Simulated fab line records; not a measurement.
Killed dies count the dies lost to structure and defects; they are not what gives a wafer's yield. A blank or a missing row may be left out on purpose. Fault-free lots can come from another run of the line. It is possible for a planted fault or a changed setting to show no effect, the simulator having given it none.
A struck lot beside a sound one || flow berkeley_cmos170 || 16 steps out of a route of 331
Sound: the wafers L813.1, L813.5, L813.6. The struck wafers were L817.1, L817.2, L817.6. The cause is named last.
Per side, at each step with rows, come the tool, then ch with its chambers, and then its first start. Under that, the readings that differ: sound wafers || struck wafers || difference of the means || sigmas: that difference in standard deviations of wafers without a fault.
alike: readings whose means differ by less than 2 such deviations, and words and numbers that are the same on both sides. not compared: withheld readings, readings that some wafer has no value for, bounds like >300 that may hide the same value, and numbers for which the record gives no deviation and whose values overlap.
Wherever a step has rows on one side only, a row that says differs or no value, or a row with sigmas, the two part there. Non-overlapping numbers with no deviation appear without sigmas and do not part them. A reading that every wafer of one side lacks parts them only if that side has two wafers or more.

first, 1 step without rows for these wafers: UCB170_START_OXIDATION_02 (target thk 20 nm, ox time 1800 s).
UCB170_START_THK_MEAS_03:
  sound on film_metro-04, day 2 22:42; struck on film_metro-02, day 4 00:52
  alike: START_OXIDE_THK
then, 7 steps without rows for these wafers: UCB170_START_ANNEAL_04 (time 1200 s); UCB170_ZERO_HMDS_00 (prime time 60 s); UCB170_ZERO_COAT_01 (resist thk 900 nm); UCB170_ZERO_SOFTBAKE_02 (time 60 s); UCB170_ZERO_EXPOSE_03 (exposes mask PM MARKS, target cd 4000 nm); UCB170_ZERO_PEB_04; UCB170_ZERO_DEVELOP_05 (develop time 45 s).
UCB170_ZERO_ETCH_06: etches SiO2 in CHF3/CF4/Ar, time 12 s.
  sound on rie_diel-01 ch 1,2,3, day 3 04:14; struck on rie_diel-01 ch 0,2,3, day 4 07:34
  alike: drypump_motor_current_A, oes_product_au, throttle_valve_pct
  not compared: rf_hours_counter_h
UCB170_ZERO_STRIP_07: strips in O2.
  sound on plasma_asher-04 ch 0,1, day 3 04:16; struck on plasma_asher-02 ch 0,1, day 4 07:35
  alike: drypump_motor_current_A, oes_product_au, strip_time_to_endpoint_s
  not compared: rf_hours_counter_h
then, 1 step without rows for these wafers: UCB170_NWELL_WET_ETCH_00 (etches SiO2 in dHF, time 200 s).
UCB170_NWELL_OXIDATION_01: target thk 26.4 nm, ox time 1260 s.
  sound on furnace-02 ch 0, day 3 09:19; struck on furnace-01 ch 0, day 4 10:31
{"reading": "spike_tc_centre_C (C)", "sound": "1002.5 1003.2 1003.2", "struck": "1020.3 1016.7 1017.4", "difference": "+15.2", "sigmas": "+14"}
{"reading": "spike_tc_load_C (C)", "sound": "1029.9 1029.0 1027.8", "struck": "1043.7 1041.4 1041.4", "difference": "+13.3", "sigmas": "+7"}
{"reading": "spike_tc_source_C (C)", "sound": "1018 1020 1021", "struck": "1045 1043 1045", "difference": "+25", "sigmas": "+6"}
{"reading": "tube_center_temp_C (C)", "sound": "1000.1 1000.2 999.92", "struck": "1015.2 1015.1 1015.3", "difference": "+15.1", "sigmas": "+99 or more"}
{"reading": "tube_center_temp_C_max", "sound": "1004.0 1002.5 1002.2", "struck": "1017.5 1017.1 1017.8", "difference": "+14.6", "sigmas": "+32"}
{"reading": "model.SiO2_of_NWELL_OXIDATION_01.thk_nm (nm)", "sound": "26.5 25.88 25.58", "struck": "29.75 29.72 29.35", "difference": "+3.62", "sigmas": ""}
UCB170_NWELL_THK_MEAS_02:
  sound on film_metro-03, day 3 10:42; struck on film_metro-01, day 4 11:52
{"reading": "NWELL_OXIDE_THK (nm)", "sound": "26.5 25.9 25.6", "struck": "29.8 29.7 29.3", "difference": "+3.6", "sigmas": "+7"}
then, 2 steps without rows for these wafers: UCB170_NWELL_ANNEAL_03 (time 900 s); UCB170_M3_PROBE_99.

== WHERE THEY PART ==
First at UCB170_NWELL_OXIDATION_01; last, within this record, at UCB170_NWELL_THK_MEAS_02.

WHY: whatever the simulator had introduced
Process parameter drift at UCB170_NWELL_OXIDATION_01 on furnace-01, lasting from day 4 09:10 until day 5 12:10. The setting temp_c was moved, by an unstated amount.
